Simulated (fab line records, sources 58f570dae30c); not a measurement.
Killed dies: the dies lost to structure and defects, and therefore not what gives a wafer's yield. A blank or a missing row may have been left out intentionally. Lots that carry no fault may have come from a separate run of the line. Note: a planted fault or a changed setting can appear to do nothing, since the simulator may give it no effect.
Struck lot and sound lot, side by side	flow berkeley_cmos170	13 out of 331 route steps
Sound: the wafers L635.1, L635.2, L635.3. The struck wafers were L630.2, L630.3, L630.5. At the end, the cause is stated.
For every step that has rows: the tool of each side, followed by ch and its chambers, followed by its first start. Under that, the readings that differ: sound wafers	struck wafers	difference of the means	sigmas: that difference in standard deviations of wafers without a fault.
alike: a reading whose means differ by less than 2 such deviations, as well as words and numbers matching on both sides. not compared: withheld readings; readings where some wafer has no value; bounds like >300 that might hide an equal value; numbers whose values overlap and for which the record gives no deviation.
The two part at a step that has a row with sigmas, a row that says differs or no value, or rows on one side only. When numbers do not overlap yet have no deviation, they are printed without sigmas and do not part them. Lack of a reading on every wafer of one side parts them only where that side has two or more wafers.

first, 3 steps without rows for these wafers: UCB170_PWELL_EXPOSE_10 (exposes mask PWELL, target cd 3000 nm); UCB170_PWELL_PEB_11; UCB170_PWELL_DEVELOP_12 (develop time 45 s).
UCB170_PWELL_OVL_MEAS_13:
  struck on overlay-01, day 5 22:56; sound on overlay-01, day 6 17:01
  alike: PWELL_OVL
UCB170_PWELL_ETCH_14: etches Si3N4 in CH3F/Ar/O2, stops on SiO2, target depth 242 nm, time 151 s.
  sound on rie_diel-01 ch 0,1,2, day 6 17:03; struck on rie_diel-02 ch 1,2, day 5 22:58
  alike: chamber_pressure_mTorr, drypump_motor_current_A, oes_product_au, throttle_valve_pct
  not compared: rf_hours_counter_h
next, for these wafers, 1 step has no rows: UCB170_PWELL_IMPLANT_15.
UCB170_PWELL_STRIP_16: strips in O2.
  sound on plasma_asher-02 ch 0,1, day 6 17:18; struck on plasma_asher-03 ch 0,1, day 5 23:13
  alike: chamber_pressure_mTorr, drypump_motor_current_A, oes_product_au, strip_time_to_endpoint_s
  not compared: rf_hours_counter_h
UCB170_PWELL_TW_MEAS_17:
  struck on film_metro-03, day 5 23:19; sound on film_metro-03, day 6 17:24
  alike: PWELL_TW
then, 4 steps without rows for these wafers: UCB170_PWELL_CLEAN_18 (cleans in SPM, time 600 s); UCB170_PWELL_WET_ETCH_19 (etches Si3N4 in H3PO4, time 14400 s); UCB170_PWELL_WET_ETCH_20 (etches SiO2 in BOE, time 22 s); UCB170_WELLDRIVE_CLEAN_00 (cleans in SPM, time 600 s).
UCB170_WELLDRIVE_OXIDATION_01: target thk 199 nm, ox time 9247 s.
  struck on furnace-04, day 6 07:34; sound on furnace-04 ch 0, day 6 23:11
  no value came back on the struck wafers for any of 5 readings (ox_temp_c (C), ox_temp_c_max and others); on the sound wafers ox_temp_c (C) reads 1100.5 1100.6 1100.1

WHERE THEY PART
Only at UCB170_WELLDRIVE_OXIDATION_01, within this record.

WHY: what the simulator had put in
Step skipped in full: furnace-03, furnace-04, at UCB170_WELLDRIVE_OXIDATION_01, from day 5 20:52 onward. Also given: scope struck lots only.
